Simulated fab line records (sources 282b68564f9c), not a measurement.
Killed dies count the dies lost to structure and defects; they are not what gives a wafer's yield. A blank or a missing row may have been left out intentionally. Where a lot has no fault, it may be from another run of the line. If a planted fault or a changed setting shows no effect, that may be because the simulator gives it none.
Split-lot study	flow rit cmos	23 wafers read from 5 lots, route of 202 steps

ABOUT THE SPLIT
At RIT_GATE_SOFTBAKE_12 (time 60 s), the setting temp c was moved away from the recipe's 90 C on 8 of the 23 wafers read, by -2.6% to +2.9%. This setting was run at the recipe's value on the other wafers.

FROM THE SPLIT TO THE READING: what the file shows between them, 2 steps
- RIT_GATE_EXPOSE_13: exposes mask M6, target cd 150 nm
- RIT_GATE_PEB_14

THE READING
NOVOLAK_of_GATE_COAT_11.thk nm (the simulator's own value, which no gauge read), in nm, at RIT_GATE_DEVELOP_15 (develop time 50 s). The file does not state a usual value for it. Across the 15 wafers here that went through the recipe, the average is 850.1 nm and the standard deviation 2.8 nm.

wafer	tool, chamber at the split	temp c as run, C	against the recipe	NOVOLAK_of_GATE_COAT_11.thk nm, nm	against lot-mates on the recipe
L074.3	litho track-04, 0	90	recipe	851.5	-
L074.5	litho track-04, 0	90	recipe	849.9	-
L074.6	litho track-04, 0	90	recipe	852.3	-
L076.1	litho track-04, 0	90	recipe	849.6	-
L076.3	litho track-04, 0	87.85	-2.4%	852	+1.4
L076.4	litho track-04, 0	87.85	-2.4%	856	+5.4
L076.5	litho track-04, 0	90	recipe	850.9	-
L076.6	litho track-04, 0	90	recipe	851.3	-
L077.1	litho track-03, 0	87.63	-2.6%	852.3	+4.8
L077.2	litho track-03, 0	87.63	-2.6%	854.5	+7.0
L077.4	litho track-03, 0	90	recipe	848.3	-
L077.5	litho track-03, 0	90	recipe	846.6	-
L077.6	litho track-03, 0	87.63	-2.6%	855.8	+8.3
L080.1	litho track-01, 0	92.61	+2.9%	850.1	-5.3
L080.2	litho track-01, 0	92.61	+2.9%	848.1	-7.3
L080.3	litho track-01, 0	90	recipe	855.8	-
L080.4	litho track-01, 0	92.61	+2.9%	846	-9.4
L080.5	litho track-01, 0	90	recipe	855	-
L083.1	litho track-04, 0	90	recipe	847.8	-
L083.2	litho track-04, 0	90	recipe	849.7	-
L083.6	litho track-04, 0	90	recipe	849.7	-
L083.3	litho track-04, 0	90	recipe	847.1	-
L083.5	litho track-04, 0	90	recipe	845.7	-

THE FIT
A straight line over all 23 wafers: NOVOLAK_of_GATE_COAT_11.thk nm changes by -1.17 nm for each +1% of temp c; r = -0.59; the points scatter about the line by 2.6 nm.
The same after taking each lot's own level away (the mean of its wafers on the recipe; 23 wafers): -2.33 nm for each +1%; r = -0.93; scatter 1.6 nm.
That fit puts the effect of the largest move of temp c on the reading at 6.8 nm.
The span of the lots' own levels, 847.45 to 855.40 nm, comes to 2.9 times the standard deviation stated above.
So the lot-to-lot level blurs the effect unless lot-mates are compared.
Check: with one of the wafers moved furthest among these (+2.9%) left out of the fit, the line predicts -7.39 nm for it against its lot-mates. It came out at -5.3 nm against them.

FURTHER SPLITS ON THESE WAFERS
Note: prior to the reading, these wafers also went through further splits. Each is held against what the fit with the lots' levels taken away leaves over:
other split on the same wafers	wafers away from the commonest value	r with NOVOLAK_of_GATE_COAT_11.thk nm (lot level and that fit taken away)
RIT_ACTIVE_OXIDATION_01 temp c	10	+0.14
RIT_ACTIVE_EXPOSE_08 dose mj	11	-0.41
RIT_FOX2_OXIDATION_00 ox time s	10	+0.11
RIT_NWELL_IMPLANT_08 dose cm2	6	-0.10
RIT_PWELL_IMPLANT_08 energy kev	8	-0.11
RIT_PRETRO_COAT_01 resist thk nm	9	+0.17

THE FILE'S OWN FIT
NOVOLAK_of_GATE_COAT_11.thk nm changes by -2.25 nm for each +1% of temp c, r = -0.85.
